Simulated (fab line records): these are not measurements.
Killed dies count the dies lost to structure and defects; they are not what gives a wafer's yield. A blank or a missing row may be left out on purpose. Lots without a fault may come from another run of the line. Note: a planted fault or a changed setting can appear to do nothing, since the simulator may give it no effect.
Which tool did it? | flow berkeley cmos170 | Sampling: 13 lots, 39 wafers, 5 of 331 route steps

== WHAT THE GAUGES SHOWED, per wafer ==
UCB170_GATE_OVL_MEAS_13.
lot  | measured     | on         | GATE_OVL (nm)
L736 | day 6 00:42  | overlay-02 | -3 0 -1
L742 | day 7 15:37  | overlay-01 | 3 -1 4
L740 | day 7 15:46  | overlay-02 | 2 2 4
L743 | day 7 16:01  | overlay-01 | 0 -1 1
L744 | day 7 20:19  | overlay-02 | -3 1 -9
L745 | day 7 20:28  | overlay-01 | 12 3 8
L752 | day 9 05:39  | overlay-01 | 2 -1 7
L753 | day 9 20:46  | overlay-01 | 6 4 -2
L754 | day 10 03:48 | overlay-02 | 0 2 5
L755 | day 10 04:02 | overlay-01 | -5 -2 -3
L756 | day 10 10:23 | overlay-02 | 11 12 11
L757 | day 11 01:55 | overlay-02 | 16 11 6
L758 | day 11 02:10 | overlay-02 | -5 3 -6

UCB170_NLDD_CD_MEAS_06 targets a cd of 1200 nm.
lot  | measured     | on        | cd nm (nm)
L736 | day 6 05:43  | cd sem-01 | 1199.6 1198.9 1200.6
L742 | day 7 19:24  | cd sem-02 | 1198.9 1198.5 1199.3
L740 | day 7 19:44  | cd sem-01 | 1200.6 1199.2 1199.5
L743 | day 7 20:04  | cd sem-02 | 1200.3 1200.9 1201.9
L744 | day 7 23:32  | cd sem-02 | 1199.3 1198.2 1199.1
L745 | day 7 23:45  | cd sem-02 | 959.1 959.6 959.5
L752 | day 9 10:53  | cd sem-02 | 1200.6 1199.5 1199.3
L753 | day 10 00:09 | cd sem-02 | 1201.4 1201.6 1201.8
L754 | day 10 09:52 | cd sem-02 | 1200.8 1199.3 1200.0
L755 | day 10 10:05 | cd sem-01 | 1199.4 1199.6 1198.8
L756 | day 10 14:03 | cd sem-01 | 1199.9 1199.2 1199.5
L757 | day 11 09:42 | cd sem-01 | 1200.1 1201.6 1200.3
L758 | day 11 10:00 | cd sem-02 | 1200.1 1199.5 1201.0

UCB170_PSD_OVL_MEAS_07.
lot  | measured     | on         | PSD_OVL (nm)
L736 | day 6 12:22  | overlay-01 | -10 -16 0
L742 | day 8 01:27  | overlay-02 | 0 -2 -4
L740 | day 8 01:52  | overlay-02 | 7 0 7
L743 | day 8 01:37  | overlay-02 | 5 8 7
L744 | day 8 09:05  | overlay-01 | -2 7 6
L745 | day 8 08:49  | overlay-02 | 8 9 10
L752 | day 9 18:45  | overlay-01 | 6 2 7
L753 | day 10 07:37 | overlay-01 | -4 1 -7
L754 | day 10 15:43 | overlay-01 | 8 9 12
L755 | day 10 15:53 | overlay-01 | -1 6 5
L756 | day 10 19:40 | overlay-01 | -8 -3 -5
L757 | day 11 16:10 | overlay-02 | 3 1 -1
L758 | day 11 16:07 | overlay-01 | -6 12 3

UCB170_NSD_OVL_MEAS_07.
lot  | measured     | on         | NSD_OVL (nm)
L736 | day 6 14:12  | overlay-01 | 2 -3 -4
L742 | day 8 04:41  | overlay-02 | 2 2 5
L740 | day 8 05:03  | overlay-01 | 6 5 2
L743 | day 8 04:55  | overlay-01 | 2 3 -7
L744 | day 8 10:42  | overlay-01 | 0 -2 -2
L745 | day 8 10:26  | overlay-02 | -8 -2 -2
L752 | day 9 20:31  | overlay-02 | -1 6 -3
L753 | day 10 10:35 | overlay-01 | 5 7 6
L754 | day 10 17:14 | overlay-02 | 2 3 -2
L755 | day 10 17:56 | overlay-01 | 2 -1 3
L756 | day 10 21:19 | overlay-01 | 2 5 3
L757 | day 11 18:19 | overlay-01 | 3 4 7
L758 | day 11 18:04 | overlay-02 | 8 7 4

== WHAT TOOL EACH LOT RAN ON (gives the tool, then ch and the chambers of the sampled wafers, and finally the start) ==
lot  | UCB170_NLDD_EXPOSE_03
L736 | krf scanner-02 ch 0, day 6 05:07
L742 | krf scanner-01 ch 0, day 7 18:55
L740 | krf scanner-02 ch 0, day 7 19:13
L743 | krf scanner-01 ch 0, day 7 19:24
L744 | krf scanner-01 ch 0, day 7 23:08
L745 | krf scanner-01 ch 0, day 7 23:22
L752 | krf scanner-01 ch 0, day 9 10:29
L753 | krf scanner-02 ch 0, day 9 23:46
L754 | krf scanner-01 ch 0, day 10 08:41
L755 | krf scanner-02 ch 0, day 10 08:53
L756 | krf scanner-02 ch 0, day 10 13:35
L757 | krf scanner-02 ch 0, day 11 09:02
L758 | krf scanner-02 ch 0, day 11 09:31
- UCB170_NLDD_EXPOSE_03: exposes mask NSELECT, target cd 1200 nm.

== WHAT THE TOOLS THEMSELVES READ (means of the sampled wafers that have a number; where no wafer has one, the mark that the record gives instead) ==
UCB170_NLDD_EXPOSE_03.
lot  | tool           | exposure dose mJ cm2 | stage vel mm s (mm/s)
L736 | krf scanner-02 | 30.03                | 499.66
L742 | krf scanner-01 | 29.97                | 500.28
L740 | krf scanner-02 | 29.96                | 499.97
L743 | krf scanner-01 | 30.00                | 500.06
L744 | krf scanner-01 | 30.02                | 499.99
L745 | krf scanner-01 | 30.02                | 499.85
L752 | krf scanner-01 | 30.00                | 499.85
L753 | krf scanner-02 | 30.05                | 499.83
L754 | krf scanner-01 | 29.99                | 499.78
L755 | krf scanner-02 | 30.00                | 500.26
L756 | krf scanner-02 | 30.01                | 499.88
L757 | krf scanner-02 | 29.94                | 499.94
L758 | krf scanner-02 | 30.02                | 500.14

== THE ANSWER, worked out from the rows above alone ==
Rule: the lots themselves supply what counts as usual. The widest of any qualifying gaps counts: lots, ordered by their means at a reading, are off when they make up no more than a third of the lots, leave a main group of 4 or more, and stand apart from it by 3 or more times the standard deviation of that group's means. The tables above print the reading to a certain number of digits; a main group whose means all agree to those digits is not used. A lot without any number at a reading at which 4 lots or more have one is off too. Where the step has rows for the other lots, those lots are counted as sound. The gauges are gone through in route order, then the tools' own readings, and for those a lot's mean is taken as printed above. The first step at which some lot is off is used, and at that step the reading that is off furthest; a lot without a number counts as furthest.
Off: L745 (UCB170_NLDD_CD_MEAS_06, cd nm). For the main group the mean is 1199.9 nm and the standard deviation 0.79.
If a tool, at a process step before that reading, ran all the lots that are off and no sound lot after the first of them, it fits. Those tools and the gauges at UCB170_NLDD_CD_MEAS_06 are tried in the same way. No candidate that was tried fits.

== WHAT THE SIMULATOR HAD PUT IN ==
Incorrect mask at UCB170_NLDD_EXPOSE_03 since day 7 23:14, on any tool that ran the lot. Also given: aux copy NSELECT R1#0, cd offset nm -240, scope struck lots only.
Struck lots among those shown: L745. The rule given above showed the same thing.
